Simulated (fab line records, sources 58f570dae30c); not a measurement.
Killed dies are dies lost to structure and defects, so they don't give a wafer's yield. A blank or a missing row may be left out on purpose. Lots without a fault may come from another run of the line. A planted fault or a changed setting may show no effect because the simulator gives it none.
fab line records | flow berkeley_cmos170
record lots=14 wafers=42 last_day=11
route steps=331 shown GATE@138 PLDD@155 V1@268 M3@326
lots that met no fault: from a run of the same line without faults
start_h: hours from the record's first day to the start of the lot's first wafer shown | wait_h: hours since the lot's step before | " the same as in the row above | L1.1+2: a row that stands for several wafers | - no value, or no start given | * or withheld: withheld | < > ~ a bound
route shown NAME@n: a module of which the file shows steps, and the number in the route of the first | usual: mean/standard deviation of fault-free wafers | same: alike in all rows | chamber/n: place in a boat | sites: the reading at each site | _std_site: their standard deviation | _edge_site: outer sites' mean less inner sites' | radius_mm: how far each site lies from the wafer's centre | mask NAME#n: copy n | behind: the tool/chamber that last shaped the wafer | hold: why the lot was held/for how many hours/how that ended | device: the transistor (n, p or np) that didn't switch | end of line: the same wafers' tests at the end of the route | a step without rows: its recipe alone | killed: dies lost to structure and defects at the first sort, not the wafer's yield | map: a wafer's dies, x killed, . not, _ none there
set.NAME: the setting as run; set.NAME@STEP: as run at that earlier step | model.NAME: the simulator's own value behind a step, which no gauge read
steps of the route over a sample of lots; a table a step, a row a wafer
services: from which hour (start_h, from the record's first day; less than 0 if before it) a tool's chamber was out of use, for how many hours, and why
## steps
# step UCB170_GATE_CD_MEAS_12
# recipe target_cd_nm=350
# usual cd_nm=349.9/1.5
# columns lot.wafer tool chamber start_h wait_h cd_nm
L110.3 cd_sem-02 - 123.67 - 348.3
L110.5 " - " " 348.6
L110.6 " - " " 348.9
L114.1 cd_sem-01 - 149.76 - 352.5
L114.5 " - " " 352.4
L114.6 " - " " 351.8
L113.3 cd_sem-01 - 149.95 - 351.6
L113.5 " - " " 350.9
L113.6 " - " " 351.9
L117.1 cd_sem-01 - 170.46 - 350.4
L117.4 " - " " 352.1
L117.5 " - " " 350.2
L116.4 cd_sem-01 - 170.76 - 351.7
L116.5 " - " " 351.3
L116.6 " - " " 350.8
L118.2 cd_sem-02 - 186.36 - 350.2
L118.5 " - " " 350.5
L118.6 " - " " 349.3
L120.2 cd_sem-01 - 187.44 - 349.0
L120.4 " - " " 350.6
L120.5 " - " " 349.8
L122.1 cd_sem-01 - 193.26 - 351.3
L122.5 " - " " 349.9
L122.6 " - " " 350.6
L127.2 cd_sem-02 - 208.78 - 349.5
L127.3 " - " " 349.8
L127.4 " - " " 349.0
L124.1 cd_sem-02 - 209.21 - 347.4
L124.3 " - " " 348.8
L124.4 " - " " 348.7
L129.2 cd_sem-02 - 223.43 - 347.8
L129.4 " - " " 347.7
L129.5 " - " " 349.3
L131.1 cd_sem-02 - 223.77 - 348.7
L131.3 " - " " 349.4
L131.5 " - " " 349.3
L130.2 cd_sem-02 - 226.33 - 350.0
L130.3 " - " " 351.0
L130.6 " - " " 350.4
L132.1 cd_sem-01 - 227.07 - 349.9
L132.4 " - " " 350.2
L132.5 " - " " 349.7
# step UCB170_PLDD_STRIP_10
# recipe chemistry=O2 power_w=400 pressure_mtorr=3500 platen_temp_c=withheld o2_flow_sccm=400 overash_fraction=0.5
# usual drypump_motor_current_A=5.8/0.54 oes_product_au=0.734/0.0047 strip_time_to_endpoint_s=21.67/0.076
# columns lot.wafer tool chamber start_h wait_h drypump_motor_current_A oes_product_au rf_hours_counter_h strip_time_to_endpoint_s
L110.3 plasma_asher-02 1 125.83 0.1 5.9 0.730 - 21.72
L110.5 " 0 " " 6.2 0.733 - 21.72
L110.6 " 1 " " 5.9 0.734 - 21.77
L114.1 plasma_asher-02 0 152.08 0.1 6.2 0.738 45 21.67
L114.5 " 1 " " 5.9 0.735 - 21.67
L114.6 " 0 " " 6.2 0.741 - 21.71
L113.3 plasma_asher-01 0 152.27 0.1 5.4 0.733 - 21.72
L113.5 " 0 " " 5.4 0.726 - 21.59
L113.6 " 1 " " 6.9 0.736 - 21.66
L117.1 plasma_asher-01 1 172.54 0.1 6.8 0.738 48 21.82
L117.4 " 0 " " 5.4 0.735 - 21.77
L117.5 " 0 " " 5.4 0.736 - 21.77
L116.4 plasma_asher-03 0 172.85 0.1 5.2 0.729 - 21.68
L116.5 " 1 " " 5.6 0.735 - 21.64
L116.6 " 0 " " 5.2 0.739 - 21.65
L118.2 plasma_asher-02 0 190.18 0.1 6.2 0.739 49 21.63
L118.5 " 0 " " 6.2 0.739 - 21.61
L118.6 " 1 " " 5.9 0.734 - 21.58
L120.2 plasma_asher-03 0 190.68 0.1 5.2 0.727 40 21.59
L120.4 " 1 " " 5.6 0.734 - 21.56
L120.5 " 0 " " 5.2 0.738 - 21.57
L122.1 plasma_asher-03 0 195.60 0.1 5.2 0.733 41 21.67
L122.5 " 0 " " 5.2 0.734 - 21.65
L122.6 " 1 " " 5.6 0.735 - 21.69
L127.2 plasma_asher-02 1 211.65 0.1 5.9 0.732 52 21.77
L127.3 " 0 " " 6.2 0.738 - 21.68
L127.4 " 1 " " 5.9 0.731 - 21.69
L124.1 plasma_asher-01 1 212.17 0.1 6.8 0.738 53 21.61
L124.3 " 0 " " 5.4 0.734 - 21.59
L124.4 " 1 " " 6.8 0.737 - 21.67
L129.2 plasma_asher-02 0 227.16 0.1 6.2 0.744 54 21.64
L129.4 " 0 " " 6.2 0.729 - 21.60
L129.5 " 0 " " 6.3 0.729 - 21.59
L131.1 plasma_asher-03 0 227.60 0.1 5.2 0.733 45 21.55
L131.3 " 0 " " 5.2 0.734 - 21.54
L131.5 " 0 " " 5.2 0.737 - 21.67
L130.2 plasma_asher-03 0 228.80 0.1 5.2 0.732 45 21.72
L130.3 " 0 " " 5.2 0.748 - 21.68
L130.6 " 0 " " 5.2 0.727 - 21.64
L132.1 plasma_asher-03 0 229.74 0.1 5.2 0.731 45 21.66
L132.4 " 0 " " 5.1 0.741 - 21.62
L132.5 " 1 " " 5.6 0.734 - 21.67
# step UCB170_V1_ETCH_14
# recipe chemistry=CHF3/CF4/Ar target=SiO2 stop_on=Al CHF3_flow_sccm=45 cf4_flow_sccm=15 Ar_flow_sccm=150 pressure_mtorr=200 rf_w=700 target_depth_a=12500 over_etch_frac=0.25 time_s=291
# usual cf4_flow_sccm=15.00/0.043 drypump_motor_current_A=5.9/0.5 oes_product_au=0.867/0.01 run_length_s=319.4/0.48 throttle_valve_pct=6.91/0.14
# columns lot.wafer tool chamber start_h wait_h cf4_flow_sccm drypump_motor_current_A oes_product_au rf_hours_counter_h run_length_s throttle_valve_pct
L110.3 rie_diel-01 0 155.06 0.0 15.00 6.4 0.866 18 319.0 6.83
L110.5 " 0 " " 15.06 6.4 0.868 - 318.9 6.81
L110.6 " 2 " " 15.04 5.5 0.871 - 319.6 6.98
L113.3 rie_diel-01 0 179.54 0.0 14.94 6.4 0.860 19 318.6 6.83
L113.5 " 2 " " 15.00 5.4 0.861 - 319.7 6.98
L113.6 " 1 " " 15.00 6.0 0.867 - 319.3 7.09
L114.1 rie_diel-02 1 179.66 0.0 14.93 5.6 0.857 111 319.6 6.70
L114.5 " 2 " " 14.96 6.6 0.852 - 319.0 6.80
L114.6 " 3 " " 14.99 6.4 0.869 - 320.0 7.09
L117.1 rie_diel-03 0 198.57 0.0 14.99 5.6 0.871 102 318.9 7.01
L117.4 " 1 " " 15.00 5.3 0.863 6 319.4 6.92
L117.5 " 3 " " 15.02 6.6 0.889 - 319.1 6.84
L116.4 rie_diel-02 0 198.81 0.0 14.99 5.4 0.867 8 319.9 7.04
L116.5 " 2 " " 15.01 6.5 0.854 - 318.9 6.79
L116.6 " 1 " " 15.05 5.6 0.860 - 319.4 6.70
L118.2 rie_diel-02 2 218.28 0.0 14.93 6.5 0.855 94 318.9 6.78
L118.5 " 3 " " 14.98 6.3 0.866 - 319.8 7.09
L118.6 " 2 " " 15.03 6.5 0.862 - 319.2 6.79
L120.2 rie_diel-03 1 218.39 0.0 15.00 5.3 0.855 7 319.4 6.92
L120.4 " 0 " " 15.05 5.5 0.874 103 318.4 7.02
L120.5 " 3 " " 15.04 6.5 0.882 - 319.4 6.85
L122.1 rie_diel-02 2 221.33 0.0 14.96 6.5 0.852 95 318.9 6.79
L122.5 " 2 " " 14.93 6.5 0.852 - 318.8 6.78
L122.6 " 1 " " 15.00 5.6 0.857 - 319.4 6.71
L127.2 rie_diel-01 0 246.92 0.0 15.02 6.4 0.826 23 348.8 6.81
L127.3 " 1 " " 15.00 6.0 0.829 3 349.6 7.10
L127.4 " 2 " " 15.03 5.5 0.815 2 350.6 6.99
L124.1 rie_diel-01 1 247.40 0.0 14.97 6.0 0.829 3 349.8 7.07
L124.3 " 0 " " 15.06 6.4 0.829 23 348.8 6.84
L124.4 " 3 " " 15.00 6.2 0.843 8 349.8 6.80
L130.2 rie_diel-03 0 257.81 0.0 15.04 5.5 0.867 105 318.5 7.02
L130.3 " 1 " " 14.99 5.3 0.860 9 319.6 6.94
L130.6 " 3 " " 15.05 6.6 0.885 - 318.9 6.83
L131.1 rie_diel-02 2 257.88 0.0 14.96 6.5 0.858 97 319.2 6.79
L131.3 " 1 " " 15.05 5.6 0.858 115 319.4 6.70
L131.5 " 3 " " 14.98 6.3 0.865 - 319.8 7.10
L132.1 rie_diel-02 2 263.16 0.0 14.95 6.6 0.852 97 318.9 6.78
L132.4 " 0 " " 15.04 5.4 0.853 10 320.5 7.03
L132.5 " 1 " " 14.99 5.6 0.861 - 319.5 6.70
L129.2 rie_diel-03 3 263.42 0.0 15.03 6.5 0.888 136 319.2 6.84
L129.4 " 0 " " 14.96 5.5 0.874 105 319.0 7.03
L129.5 " 3 " " 14.98 6.5 0.891 - 318.8 6.84
# step UCB170_V1_STRIP_15
# recipe chemistry=O2 power_w=400 pressure_mtorr=3500 platen_temp_c=withheld o2_flow_sccm=400 overash_fraction=0.5
# usual drypump_motor_current_A=5.8/0.46 oes_product_au=0.722/0.0043 strip_time_to_endpoint_s=15.35/0.099
# columns lot.wafer tool chamber start_h wait_h drypump_motor_current_A oes_product_au rf_hours_counter_h strip_time_to_endpoint_s
L110.3 plasma_asher-04 0 155.27 0.1 5.4 0.728 - 15.34
L110.5 " 0 " " 5.4 0.722 - 15.33
L110.6 " 1 " " 6.5 0.727 - 15.50
L113.3 plasma_asher-02 0 179.75 0.1 6.2 0.722 - 15.25
L113.5 " 1 " " 5.9 0.725 - 15.40
L113.6 " 0 " " 6.2 0.729 - 15.25
L114.1 plasma_asher-03 1 179.84 0.1 5.6 0.717 38 15.41
L114.5 " 1 " " 5.5 0.718 - 15.37
L114.6 " 0 " " 5.2 0.721 - 15.34
L117.1 plasma_asher-03 0 198.74 0.1 5.2 0.726 41 15.40
L117.4 " 1 " " 5.6 0.726 - 15.49
L117.5 " 0 " " 5.2 0.714 - 15.40
L116.4 plasma_asher-04 1 199.02 0.1 6.5 0.720 - 15.22
L116.5 " 1 " " 6.5 0.721 - 15.30
L116.6 " 0 " " 5.4 0.724 - 15.39
L118.2 plasma_asher-03 0 218.45 0.1 5.2 0.724 43 15.43
L118.5 " 0 " " 5.2 0.717 - 15.39
L118.6 " 1 " " 5.6 0.724 - 15.38
L120.2 plasma_asher-02 0 218.57 0.1 6.3 0.718 53 15.32
L120.4 " 1 " " 5.9 0.724 - 15.29
L120.5 " 0 " " 6.2 0.723 - 15.32
L122.1 plasma_asher-04 1 221.60 0.2 6.5 0.727 9 15.44
L122.5 " 1 " " 6.5 0.722 - 15.49
L122.6 " 0 " " 5.5 0.722 - 15.48
L127.2 plasma_asher-04 0 247.10 0.1 5.4 0.715 10 14.53
L127.3 " 1 " " 6.5 0.724 - 14.55
L127.4 " 0 " " 5.4 0.729 - 14.67
L124.1 plasma_asher-04 0 247.58 0.1 5.4 0.715 10 14.51
L124.3 " 0 " " 5.4 0.729 - 14.59
L124.4 " 1 " " 6.5 0.722 - 14.53
L130.2 plasma_asher-02 1 257.98 0.1 5.9 0.725 58 15.39
L130.3 " 1 " " 6.0 0.716 - 15.46
L130.6 " 1 " " 5.9 0.724 - 15.34
L131.1 plasma_asher-03 1 258.06 0.1 5.6 0.725 49 15.26
L131.3 " 0 " " 5.2 0.729 - 15.34
L131.5 " 0 " " 5.2 0.724 - 15.26
L132.1 plasma_asher-04 0 263.34 0.1 5.4 0.719 11 15.42
L132.4 " 0 " " 5.4 0.719 - 15.32
L132.5 " 1 " " 6.5 0.726 - 15.50
L129.2 plasma_asher-02 1 263.60 0.1 5.9 0.719 58 15.29
L129.4 " 1 " " 5.9 0.722 - 15.38
L129.5 " 0 " " 6.2 0.719 - 15.28
# step UCB170_M3_ETCH_17
# recipe chemistry=N2/H2 target_depth_a=withheld overetch_a=withheld target=BARC time_s=withheld source_w=500 bias_w=100 pressure_mtorr=30 n2_flow_sccm=100 h2_flow_sccm=200
# usual drypump_motor_current_A=6.0/0.44 oes_product_au=0.993/0.015 throttle_valve_pct=13.25/0.19
# columns lot.wafer tool chamber start_h wait_h drypump_motor_current_A oes_product_au throttle_valve_pct
L110.3 rie_diel-02 1 163.14 0.0 5.6 0.962 12.90
L110.5 " 3 " " 6.3 0.999 13.50
L110.6 " 2 " " 6.6 0.981 13.03
L113.3 rie_diel-04 1 189.57 0.0 5.9 0.982 13.31
L113.5 " 3 " " 6.5 0.996 13.18
L113.6 " 2 " " 5.3 1.000 13.09
L114.1 rie_diel-01 3 189.69 0.0 6.2 1.006 13.08
L114.5 " 0 " " 6.4 0.994 13.24
L114.6 " 3 " " 6.3 1.007 13.09
L117.1 rie_diel-04 1 206.66 0.0 5.8 0.986 13.32
L117.4 " 2 " " 5.3 1.013 13.08
L117.5 " 2 " " 5.3 1.009 13.09
L116.4 rie_diel-01 3 207.37 0.0 6.2 1.010 13.10
L116.5 " 0 " " 6.4 0.991 13.26
L116.6 " 1 " " 6.0 1.016 13.54
L118.2 rie_diel-01 2 229.20 0.0 5.4 0.975 13.33
L118.5 " 2 " " 5.4 0.962 13.30
L118.6 " 1 " " 6.0 1.012 13.55
L120.2 rie_diel-04 1 229.30 0.0 5.9 1.003 13.32
L120.4 " 2 " " 5.3 1.005 13.09
L120.5 " 3 " " 6.5 1.001 13.17
L122.1 rie_diel-01 2 235.76 0.0 5.5 0.977 13.30
L122.5 " 3 " " 6.2 1.001 13.09
L122.6 " 0 " " 6.4 0.979 13.27
L127.2 rie_diel-02 2 256.65 0.0 6.6 0.984 13.03
L127.3 " 3 " " 6.3 0.998 13.51
L127.4 " 1 " " 5.6 0.962 12.91
L124.1 rie_diel-02 3 257.25 0.0 6.3 0.995 13.51
L124.3 " 0 " " 5.4 0.989 13.24
L124.4 " 2 " " 6.6 0.965 13.04
L130.2 rie_diel-04 3 268.70 0.0 6.6 0.990 13.18
L130.3 " 0 " " 5.7 0.970 13.57
L130.6 " 3 " " 6.5 0.988 13.17
L131.1 rie_diel-02 2 269.01 0.0 6.6 0.993 13.04
L131.3 " 3 " " 6.3 1.018 13.50
L131.5 " 1 " " 5.6 0.976 12.92
L132.1 rie_diel-04 1 272.58 0.0 5.9 0.997 13.30
L132.4 " 3 " " 6.5 0.996 13.17
L132.5 " 2 " " 5.3 1.009 13.09
L129.2 rie_diel-01 1 273.22 0.0 6.0 1.011 13.54
L129.4 " 0 " " 6.4 0.985 13.27
L129.5 " 3 " " 6.2 0.998 13.11
## services
# columns tool chamber start_h hours kind
rie_diel-02 3 105.81 4.9 repair
rie_diel-02 1 107.73 2.4 repair
plasma_asher-04 - 108.75 9.0 pm
rie_diel-04 3 121.91 8.7 repair
rie_diel-02 3 134.58 - clean
rie_diel-02 3 134.58 23.2 scheduled_down
rie_diel-02 3 134.58 23.2 vent_cycle
rie_diel-01 1 151.99 - clean
rie_diel-04 - 157.39 0.2 repair
rie_diel-04 - 157.63 11.1 repair
rie_diel-03 2 172.94 6.4 repair
plasma_asher-04 - 202.84 14.6 pm
rie_diel-02 0 216.66 5.1 repair
rie_diel-02 3 220.19 25.9 repair
rie_diel-04 0 221.66 2.2 repair
rie_diel-03 - 222.48 1.5 repair
plasma_asher-04 - 223.09 10.2 repair
rie_diel-02 2 223.53 10.1 repair
rie_diel-02 - 230.19 0.6 repair
rie_diel-02 1 232.70 8.4 repair
rie_diel-02 0 238.35 9.4 repair
rie_diel-01 - 257.06 15.6 pm
plasma_asher-01 - 262.89 0.9 repair
rie_diel-03 2 264.05 4.2 repair
## key
first_sign step=UCB170_V1_ETCH_14 reading=run_length_s direction=up sigmas=63 usual=* struck=*
effect step=UCB170_V1_ETCH_14 reading=oes_product_au direction=down sigmas=3.7 usual=0.867 struck=0.829
effect step=UCB170_V1_STRIP_15 reading=strip_time_to_endpoint_s direction=down sigmas=8 usual=* struck=*
met_at UCB170_V1_ETCH_14
struck_lots L124,L127
not_acting_at UCB170_GATE_CD_MEAS_12,UCB170_PLDD_STRIP_10,UCB170_M3_ETCH_17
onset_between 179.54 246.92
fault kind=process_parameter_drift tool=rie_diel-01 chamber=- onset_h=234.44 steps=UCB170_V1_ETCH_14 channel=time_s offset=* shape=step end_h=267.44 acts_in=* stated=*
